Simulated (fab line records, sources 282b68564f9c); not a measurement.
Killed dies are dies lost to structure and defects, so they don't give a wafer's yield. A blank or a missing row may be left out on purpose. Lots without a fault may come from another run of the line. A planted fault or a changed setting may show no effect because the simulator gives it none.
One fault seen from 2 desks | flow rit_cmos | each desk has only its own numbers; what lay behind them comes last

THE TOOL OWNER'S DESK: pecvd-02
The tool's own readings at RIT_CONTACT_CVD_00 (deposits SiO2 from TEOS, target thk 400 nm, time 61 s): means of the sampled wafers that have a number, for each lot that ran on this tool. A lot is out of limits, marked OUT, if its mean lies more than 4 standard deviations from the usual mean; the brackets give that distance.
Columns: A = heater_power_w at RIT_CONTACT_CVD_00, usual 298 W
lot  | first seen here | A
L625 | day 4 08:24     | 292
L628 | day 5 03:23     | 255
L631 | day 6 02:44     | 277
L634 | day 7 00:36     | 297
This desk's finding: nothing out of limits on any of the 4 lots.

THE METROLOGY DESK
What the gauges read, lot by lot, whatever tool the lot ran on: means of the sampled wafers that have a number. A lot is out of limits, marked OUT, if its mean lies more than 4 standard deviations from the usual mean; the brackets give that distance.
Columns: A = CONTACT_TEOS_THK at RIT_CONTACT_THK_MEAS_01, usual 404 nm
lot  | first seen here | A
L621 | day 3 13:53     | 408
L623 | day 3 23:11     | 401
L624 | day 4 01:55     | 401
L625 | day 4 08:29     | 405
L626 | day 4 19:15     | 406
L627 | day 5 03:12     | 401
L628 | day 5 03:28     | 407
L630 | day 5 15:22     | 403
L631 | day 6 02:49     | 254 (-30) OUT
L632 | day 6 08:49     | 411
L634 | day 7 00:41     | 258 (-29) OUT
L638 | day 7 15:37     | 404
L640 | day 8 02:51     | 403
L642 | day 8 03:18     | 401
This desk's finding: out of limits on L631, L634; first on L631, day 6 02:49 (CONTACT_TEOS_THK at RIT_CONTACT_THK_MEAS_01). In limits: L621, L623, L624, L625, L626, L627, L628, L630, L632, L638, L640, L642.

PUT TOGETHER
The metrology desk could have raised an alarm at day 6 02:49, on L631, L634.
The tool owner's desk saw nothing out of limits.
The tool owner's desk has L631, L634 on record, within its limits.
Of the lots named, all ran RIT_CONTACT_CVD_00 on pecvd-02.

WHAT THE SIMULATOR HAD PUT IN
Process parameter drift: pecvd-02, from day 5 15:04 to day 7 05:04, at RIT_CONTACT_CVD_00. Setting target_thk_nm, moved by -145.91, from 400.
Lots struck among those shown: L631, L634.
Hours from the fault's start to each desk's first reading out of limits: the metrology desk, 12.
